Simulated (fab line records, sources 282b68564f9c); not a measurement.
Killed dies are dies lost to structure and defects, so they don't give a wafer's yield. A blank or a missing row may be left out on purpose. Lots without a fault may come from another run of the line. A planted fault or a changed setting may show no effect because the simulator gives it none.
Which tool did it? | flow rit_cmos | 14 lots, 42 wafers sampled, at 2 steps of a route of 202

WHAT THE GAUGES READ, wafer by wafer
RIT_M1_CD_MEAS_09: target cd 2600 nm.
lot  | measured    | on        | cd_nm (nm)
L258 | day 3 10:16 | cd_sem-02 | 2599.0 2599.3 2598.0
L259 | day 3 15:47 | cd_sem-02 | 2599.8 2599.4 2598.1
L260 | day 3 17:35 | cd_sem-02 | 2603.8 2601.8 2603.9
L261 | day 3 21:59 | cd_sem-02 | 2596.6 2596.2 2597.1
L263 | day 4 11:40 | cd_sem-01 | 2599.4 2600.0 2597.5
L267 | day 5 10:43 | cd_sem-02 | 2599.5 2599.5 2598.8
L268 | day 5 15:32 | cd_sem-02 | 2534.8 2534.1 2533.6
L272 | day 6 10:36 | cd_sem-01 | 2545.7 2545.3 2547.8
L274 | day 6 17:06 | cd_sem-02 | 2597.7 2600.4 2599.9
L275 | day 7 01:05 | cd_sem-02 | 2598.1 2599.7 2595.0
L276 | day 7 02:33 | cd_sem-02 | 2601.7 2600.1 2602.4
L277 | day 7 07:53 | cd_sem-02 | 2600.3 2600.0 2600.1
L278 | day 7 14:16 | cd_sem-01 | 2598.1 2598.1 2597.4
L281 | day 8 05:53 | cd_sem-02 | 2593.0 2595.6 2594.3

WHICH TOOL RAN EACH LOT (tool, then ch and the chambers of the sampled wafers, then the start)
lot  | RIT_M1_EXPOSE_06
L258 | iline_stepper-01 ch 0, day 3 09:40
L259 | iline_stepper-02 ch 0, day 3 15:13
L260 | iline_stepper-01 ch 0, day 3 17:09
L261 | iline_stepper-02 ch 0, day 3 21:34
L263 | iline_stepper-01 ch 0, day 4 11:14
L267 | iline_stepper-01 ch 0, day 5 10:17
L268 | iline_stepper-02 ch 0, day 5 15:07
L272 | iline_stepper-02 ch 0, day 6 10:10
L274 | iline_stepper-01 ch 0, day 6 16:40
L275 | iline_stepper-01 ch 0, day 7 00:39
L276 | iline_stepper-01 ch 0, day 7 02:07
L277 | iline_stepper-01 ch 0, day 7 07:27
L278 | iline_stepper-01 ch 0, day 7 13:50
L281 | iline_stepper-01 ch 0, day 8 05:28
- RIT_M1_EXPOSE_06: exposes mask M12, target cd 2600 nm.

WHAT THE TOOLS THEMSELVES READ (means of the sampled wafers that have a number; where no wafer has one, the mark that the record gives instead)
RIT_M1_EXPOSE_06.
lot  | tool             | exposure_dose_mJ_cm2
L258 | iline_stepper-01 | 250.19
L259 | iline_stepper-02 | 250.08
L260 | iline_stepper-01 | 250.20
L261 | iline_stepper-02 | 250.09
L263 | iline_stepper-01 | 249.91
L267 | iline_stepper-01 | 250.06
L268 | iline_stepper-02 | 314.60
L272 | iline_stepper-02 | 301.77
L274 | iline_stepper-01 | 250.13
L275 | iline_stepper-01 | 249.95
L276 | iline_stepper-01 | 249.97
L277 | iline_stepper-01 | 249.98
L278 | iline_stepper-01 | 249.76
L281 | iline_stepper-01 | 249.97

THE ANSWER, worked out from the rows above alone
Rule: what is usual is taken from the lots themselves. Put in order of their means at a reading, lots are off if they are a third of the lots or fewer, leave a main group of 4 or more, and stand apart from it by a gap of 3 or more times the standard deviation of the main group's means; of several such gaps the widest counts. A main group whose means are all the same, to the digits that the tables above print for the reading, isn't used. A lot without any number at a reading at which 4 lots or more have one is off too. The other lots that the step has rows for count as sound. The gauges are gone through in route order, then the tools' own readings, and for those a lot's mean is taken as printed above. The first step at which some lot is off is used, and at that step the reading that is off furthest; a lot without a number counts as furthest.
Off: L268, L272, at RIT_M1_CD_MEAS_09 (cd_nm). The main group: mean 2598.9 nm, standard deviation 2.1.
A tool fits if, at a process step before that reading, it ran every lot that is off, and no sound lot after the first of them. The gauges at RIT_M1_CD_MEAS_09 aren't tried: what is off there is off at RIT_M1_EXPOSE_06 too, on other tools, and a gauge's error can't cause that. One fits: iline_stepper-02 at RIT_M1_EXPOSE_06. Its last sound lot is L261 (day 3 21:34), its first lot that is off L268 (day 5 15:07): a fault that began between those two fits.
The tool's own readings at RIT_M1_EXPOSE_06 bear it out: on the lots that are off they differ by more than 5 times the standard deviation of the sound lots' means. exposure_dose_mJ_cm2 reads 308.19 there against 250.02 on the sound lots.

WHAT THE SIMULATOR HAD PUT IN
Process parameter drift: iline_stepper-02, from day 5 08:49 on, at RIT_M1_EXPOSE_06. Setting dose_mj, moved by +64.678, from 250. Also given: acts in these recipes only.
Lots struck among those shown: L268, L272. The rule above found the same.
